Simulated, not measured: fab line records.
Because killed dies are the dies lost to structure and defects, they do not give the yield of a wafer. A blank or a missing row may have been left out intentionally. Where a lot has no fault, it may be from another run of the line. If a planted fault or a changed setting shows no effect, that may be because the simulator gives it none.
Which tool did it? || flow rit cmos || Sampling: 15 lots, 45 wafers, 4 of 202 route steps

WHAT EACH GAUGE READ, for each wafer
RIT_FOX2_THK_MEAS_01.
{"lot": "L856", "measured": "day 1 20:54", "on": "film metro-04", "FOX2_OXIDE_THK (nm)": "354 359 351"}
{"lot": "L857", "measured": "day 2 01:55", "on": "film metro-02", "FOX2_OXIDE_THK (nm)": "535 520 524"}
{"lot": "L858", "measured": "day 2 07:07", "on": "film metro-02", "FOX2_OXIDE_THK (nm)": "346 355 353"}
{"lot": "L860", "measured": "day 2 16:56", "on": "film metro-01", "FOX2_OXIDE_THK (nm)": "538 532 539"}
{"lot": "L865", "measured": "day 3 19:10", "on": "film metro-01", "FOX2_OXIDE_THK (nm)": "360 358 359"}
{"lot": "L868", "measured": "day 4 10:56", "on": "film metro-01", "FOX2_OXIDE_THK (nm)": "527 508 520"}
{"lot": "L869", "measured": "day 4 13:20", "on": "film metro-02", "FOX2_OXIDE_THK (nm)": "352 345 347"}
{"lot": "L870", "measured": "day 5 00:51", "on": "film metro-02", "FOX2_OXIDE_THK (nm)": "349 349 348"}
{"lot": "L873", "measured": "day 5 12:20", "on": "film metro-01", "FOX2_OXIDE_THK (nm)": "352 348 344"}
{"lot": "L874", "measured": "day 5 18:02", "on": "film metro-04", "FOX2_OXIDE_THK (nm)": "355 355 361"}
{"lot": "L875", "measured": "day 5 21:44", "on": "film metro-01", "FOX2_OXIDE_THK (nm)": "355 353 356"}
{"lot": "L876", "measured": "day 6 11:47", "on": "film metro-01", "FOX2_OXIDE_THK (nm)": "349 353 354"}
{"lot": "L877", "measured": "day 6 11:47", "on": "film metro-02", "FOX2_OXIDE_THK (nm)": "348 341 344"}
{"lot": "L878", "measured": "day 7 01:49", "on": "film metro-01", "FOX2_OXIDE_THK (nm)": "339 341 341"}
{"lot": "L879", "measured": "day 7 01:50", "on": "film metro-04", "FOX2_OXIDE_THK (nm)": "338 346 352"}

RIT_FOX2_THK_MEAS_90.
{"lot": "L856", "measured": "day 1 21:47", "on": "film metro-04", "FIELD_OXIDE_LEFT_1_THK (nm)": "327 331 324"}
{"lot": "L857", "measured": "day 2 02:50", "on": "film metro-01", "FIELD_OXIDE_LEFT_1_THK (nm)": "508 493 498"}
{"lot": "L858", "measured": "day 2 07:59", "on": "film metro-04", "FIELD_OXIDE_LEFT_1_THK (nm)": "319 328 325"}
{"lot": "L860", "measured": "day 2 17:49", "on": "film metro-01", "FIELD_OXIDE_LEFT_1_THK (nm)": "512 505 511"}
{"lot": "L865", "measured": "day 3 20:03", "on": "film metro-01", "FIELD_OXIDE_LEFT_1_THK (nm)": "333 331 332"}
{"lot": "L868", "measured": "day 4 11:53", "on": "film metro-02", "FIELD_OXIDE_LEFT_1_THK (nm)": "500 481 494"}
{"lot": "L869", "measured": "day 4 14:17", "on": "film metro-01", "FIELD_OXIDE_LEFT_1_THK (nm)": "325 317 319"}
{"lot": "L870", "measured": "day 5 01:44", "on": "film metro-01", "FIELD_OXIDE_LEFT_1_THK (nm)": "321 321 320"}
{"lot": "L873", "measured": "day 5 13:18", "on": "film metro-04", "FIELD_OXIDE_LEFT_1_THK (nm)": "325 321 318"}
{"lot": "L874", "measured": "day 5 18:55", "on": "film metro-04", "FIELD_OXIDE_LEFT_1_THK (nm)": "328 328 333"}
{"lot": "L875", "measured": "day 5 22:37", "on": "film metro-02", "FIELD_OXIDE_LEFT_1_THK (nm)": "328 326 329"}
{"lot": "L876", "measured": "day 6 12:44", "on": "film metro-04", "FIELD_OXIDE_LEFT_1_THK (nm)": "321 325 327"}
{"lot": "L877", "measured": "day 6 12:44", "on": "film metro-02", "FIELD_OXIDE_LEFT_1_THK (nm)": "320 313 316"}
{"lot": "L878", "measured": "day 7 02:41", "on": "film metro-02", "FIELD_OXIDE_LEFT_1_THK (nm)": "312 313 314"}
{"lot": "L879", "measured": "day 7 02:43", "on": "film metro-01", "FIELD_OXIDE_LEFT_1_THK (nm)": "311 319 325"}

RIT_FOX2_THK_MEAS_91.
{"lot": "L856", "measured": "day 2 10:05", "on": "film metro-04", "FIELD_OXIDE_LEFT_2_THK (nm)": "258 262 255"}
{"lot": "L857", "measured": "day 2 16:55", "on": "film metro-01", "FIELD_OXIDE_LEFT_2_THK (nm)": "440 424 429"}
{"lot": "L858", "measured": "day 2 20:39", "on": "film metro-01", "FIELD_OXIDE_LEFT_2_THK (nm)": "251 260 258"}
{"lot": "L860", "measured": "day 3 07:12", "on": "film metro-04", "FIELD_OXIDE_LEFT_2_THK (nm)": "444 438 444"}
{"lot": "L865", "measured": "day 4 10:37", "on": "film metro-02", "FIELD_OXIDE_LEFT_2_THK (nm)": "265 263 265"}
{"lot": "L868", "measured": "day 5 00:38", "on": "film metro-01", "FIELD_OXIDE_LEFT_2_THK (nm)": "431 413 425"}
{"lot": "L869", "measured": "day 5 05:31", "on": "film metro-01", "FIELD_OXIDE_LEFT_2_THK (nm)": "257 250 252"}
{"lot": "L870", "measured": "day 5 15:05", "on": "film metro-01", "FIELD_OXIDE_LEFT_2_THK (nm)": "253 253 252"}
{"lot": "L873", "measured": "day 6 06:38", "on": "film metro-02", "FIELD_OXIDE_LEFT_2_THK (nm)": "256 252 249"}
{"lot": "L874", "measured": "day 6 07:47", "on": "film metro-04", "FIELD_OXIDE_LEFT_2_THK (nm)": "260 260 265"}
{"lot": "L875", "measured": "day 6 14:57", "on": "film metro-01", "FIELD_OXIDE_LEFT_2_THK (nm)": "260 257 260"}
{"lot": "L876", "measured": "day 7 04:44", "on": "film metro-04", "FIELD_OXIDE_LEFT_2_THK (nm)": "254 258 260"}
{"lot": "L877", "measured": "day 7 04:59", "on": "film metro-01", "FIELD_OXIDE_LEFT_2_THK (nm)": "253 246 249"}
{"lot": "L878", "measured": "day 7 18:28", "on": "film metro-02", "FIELD_OXIDE_LEFT_2_THK (nm)": "244 247 247"}
{"lot": "L879", "measured": "day 7 18:29", "on": "film metro-04", "FIELD_OXIDE_LEFT_2_THK (nm)": "242 250 256"}

EACH LOT AND THE TOOL THAT RAN IT (in order: tool; ch and the chambers of the sampled wafers; start)
{"lot": "L856", "RIT_FOX2_OXIDATION_00": "furnace-01 ch 0, day 1 19:35"}
{"lot": "L857", "RIT_FOX2_OXIDATION_00": "furnace-01 ch 0, day 1 22:54"}
{"lot": "L858", "RIT_FOX2_OXIDATION_00": "furnace-03 ch 0, day 2 05:47"}
{"lot": "L860", "RIT_FOX2_OXIDATION_00": "furnace-03 ch 0, day 2 14:02"}
{"lot": "L865", "RIT_FOX2_OXIDATION_00": "furnace-01 ch 0, day 3 17:51"}
{"lot": "L868", "RIT_FOX2_OXIDATION_00": "furnace-01 ch 0, day 4 07:38 and furnace-03 ch 0, day 4 09:38"}
{"lot": "L869", "RIT_FOX2_OXIDATION_00": "furnace-04 ch 0, day 4 12:02"}
{"lot": "L870", "RIT_FOX2_OXIDATION_00": "furnace-03 ch 0, day 4 23:31"}
{"lot": "L873", "RIT_FOX2_OXIDATION_00": "furnace-01 ch 0, day 5 11:01"}
{"lot": "L874", "RIT_FOX2_OXIDATION_00": "furnace-03 ch 0, day 5 16:43"}
{"lot": "L875", "RIT_FOX2_OXIDATION_00": "furnace-03 ch 0, day 5 20:25"}
{"lot": "L876", "RIT_FOX2_OXIDATION_00": "furnace-01 ch 0, day 6 10:29"}
{"lot": "L877", "RIT_FOX2_OXIDATION_00": "furnace-01 ch 0, day 6 10:29"}
{"lot": "L878", "RIT_FOX2_OXIDATION_00": "furnace-01 ch 0, day 7 00:30"}
{"lot": "L879", "RIT_FOX2_OXIDATION_00": "furnace-01 ch 0, day 7 00:30"}
- RIT_FOX2_OXIDATION_00: target thk 350.7 nm, ox time 1130 s.

WHAT THE TOOLS THEMSELVES READ (means of the sampled wafers that have a number; where no wafer has one, the mark that the record gives instead)
RIT_FOX2_OXIDATION_00.
{"lot": "L856", "tool": "furnace-01", "tube center temp C (C)": 1100, "zone power load pct (%)": 47.7}
{"lot": "L857", "tool": "furnace-01", "tube center temp C (C)": 1100, "zone power load pct (%)": 47.4}
{"lot": "L858", "tool": "furnace-03", "tube center temp C (C)": 1100, "zone power load pct (%)": 49.3}
{"lot": "L860", "tool": "furnace-03", "tube center temp C (C)": 1100, "zone power load pct (%)": 48.9}
{"lot": "L865", "tool": "furnace-01", "tube center temp C (C)": 1100, "zone power load pct (%)": 47.5}
{"lot": "L868", "tool": "furnace-01/furnace-03", "tube center temp C (C)": 1100, "zone power load pct (%)": 48.7}
{"lot": "L869", "tool": "furnace-04", "tube center temp C (C)": 1100, "zone power load pct (%)": 47.1}
{"lot": "L870", "tool": "furnace-03", "tube center temp C (C)": 1100, "zone power load pct (%)": 49.3}
{"lot": "L873", "tool": "furnace-01", "tube center temp C (C)": 1100, "zone power load pct (%)": 47.7}
{"lot": "L874", "tool": "furnace-03", "tube center temp C (C)": 1100, "zone power load pct (%)": 49.3}
{"lot": "L875", "tool": "furnace-03", "tube center temp C (C)": 1100, "zone power load pct (%)": 49.8}
{"lot": "L876", "tool": "furnace-01", "tube center temp C (C)": 1100, "zone power load pct (%)": 47.8}
{"lot": "L877", "tool": "furnace-01", "tube center temp C (C)": 1100, "zone power load pct (%)": 47.4}
{"lot": "L878", "tool": "furnace-01", "tube center temp C (C)": 1100, "zone power load pct (%)": 47.1}
{"lot": "L879", "tool": "furnace-01", "tube center temp C (C)": 1100, "zone power load pct (%)": 47.7}

THE ANSWER, worked out from the rows above alone
Rule: what is usual is taken from the lots themselves. The widest of any qualifying gaps counts: lots, ordered by their means at a reading, are off when they make up no more than a third of the lots, leave a main group of 4 or more, and stand apart from it by 3 or more times the standard deviation of that group's means. A main group is skipped when, at the precision printed for the reading in the tables above, its means are all equal. Also off: a lot with no number at a reading for which 4 or more lots have one. Where the step has rows for the other lots, those lots are counted as sound. Order of review: gauges by route order, followed by the tools' own readings, for which a lot's mean as printed above is used. At the first step where some lot is off, the reading lying furthest off is the one used; lots without a number count as furthest.
Off: L857, L860, L868, seen at RIT_FOX2_THK_MEAS_01 (FOX2_OXIDE_THK). The main group has a mean of 350 nm with a standard deviation of 5.3.
A tool fits if, at a process step before that reading, it ran every lot that is off, and no sound lot after the first of them. The gauges at RIT_FOX2_THK_MEAS_01 are tried like those tools. Not one of the candidates tried fits.

WHAT HAD BEEN PUT IN BY THE SIMULATOR
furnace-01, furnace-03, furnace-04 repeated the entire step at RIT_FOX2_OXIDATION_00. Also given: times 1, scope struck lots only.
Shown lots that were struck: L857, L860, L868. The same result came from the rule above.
